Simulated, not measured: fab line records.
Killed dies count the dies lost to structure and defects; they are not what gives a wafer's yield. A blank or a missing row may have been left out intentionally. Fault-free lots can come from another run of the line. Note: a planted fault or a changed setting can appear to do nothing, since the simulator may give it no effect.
Code-filled problem report in 8D (eight disciplines) form | flow ritCmos | the parts of the form that need people (team, actions taken, sign-off) are left out

## 1. WHAT WENT WRONG
runLengthS at RIT_M1_METAL_ETCH_12 reads a mean of 181.6 s on 4 wafers of 2 lots; wafers without a fault read 193.5 s with a standard deviation of 0.41. Measured from the usual mean, that is -29 standard deviations.
The step: etches Al in Cl2/BCl3, stops on SiO2, time 165 s, target depth 600 nm.
Seen first at day 6 06:16 on rieMetal-04, wafer L704.2. The record has a number at this step for 18 wafers belonging to 6 lots. Rule for "out", or "out of limits": more than 4 standard deviations from the usual mean. The rest of the wafers with a number are treated as sound.

## 2. WHAT THIS IS AND IS NOT
question                    | is                             | is not
which readings at this step | runLengthS, oesProductAu       | drypumpMotorCurrentA, throttleValvePct
which lots                  | L704, L709                     | L692, L697, L702, L713
which wafers of those lots  | L704.2, L704.3, L709.1, L709.3 | L704.5, L709.5
read on which tools         | rieMetal-04                    | rieMetal-01, rieMetal-03
when                        | from day 6 06:16               | up to then (10 sound wafers); but 4 sound wafers of L709, L713 came after

## 3. SUSPECTS, AND WHAT RULES EACH OUT
Counting: a tool at a process step up to the reading stays a suspect if it ran every lot that is out. Sound lots after the first of them don't rule it out here, since some wafers of a struck lot are sound.
- pvdSputter-04 at RIT_M1_SPUTTER_00 (material Al, target thk 400 nm, time 500 s): kept. Ran every lot that is out, first one L704 (day 6 04:23); last sound lot up to then L692 (day 3 16:30).
- rieMetal-04 at RIT_M1_METAL_ETCH_12 (etches Al in Cl2/BCl3, stops on SiO2, time 165 s, target depth 600 nm): kept. Ran every lot that is out, first one L704 (day 6 06:16); last sound lot up to then L692 (day 3 18:28). Its own readings are out on those wafers: oesProductAu, runLengthS.
- The sound lot-mates ran in chamber 1 of rieMetal-04 at RIT_M1_METAL_ETCH_12, but the wafers that are out ran in chamber 0.
Remaining after the count are pvdSputter-04 at RIT_M1_SPUTTER_00 and rieMetal-04 at RIT_M1_METAL_ETCH_12.

## 4. THE CAUSE (what the simulator had put in)
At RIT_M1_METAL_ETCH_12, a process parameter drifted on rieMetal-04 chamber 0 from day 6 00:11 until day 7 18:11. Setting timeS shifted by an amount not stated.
Counting leaves 2 suspects; this tool is one of them.

## 5. THE CHAIN OF EFFECTS, in route order
Each row: a reading whose mean over the struck wafers that have a number lies more than 3 standard deviations from the usual. Scope: only readings with a usual standard deviation given in the record; hours: median across lots of the time from each lot's start at the first step in this table that gives one to its start at this step; sigmas: change in usual standard deviations.
hours | step                 | reading      | usual      | on struck wafers | change | sigmas
0     | RIT_M1_METAL_ETCH_12 | oesProductAu | 0.769 a.u. | 0.843            | +0.074 | +6.7
0     | RIT_M1_METAL_ETCH_12 | runLengthS   | 193.5 s    | 181.6            | -11.9  | -29
Its process steps:
- RIT_M1_METAL_ETCH_12: etches Al in Cl2/BCl3, stops on SiO2, time 165 s, target depth 600 nm.

## 6. WHAT WOULD HAVE CAUGHT IT SOONER
In this record no reading fell out of limits until day 6 06:16, 6 hours after the fault had begun at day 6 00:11.
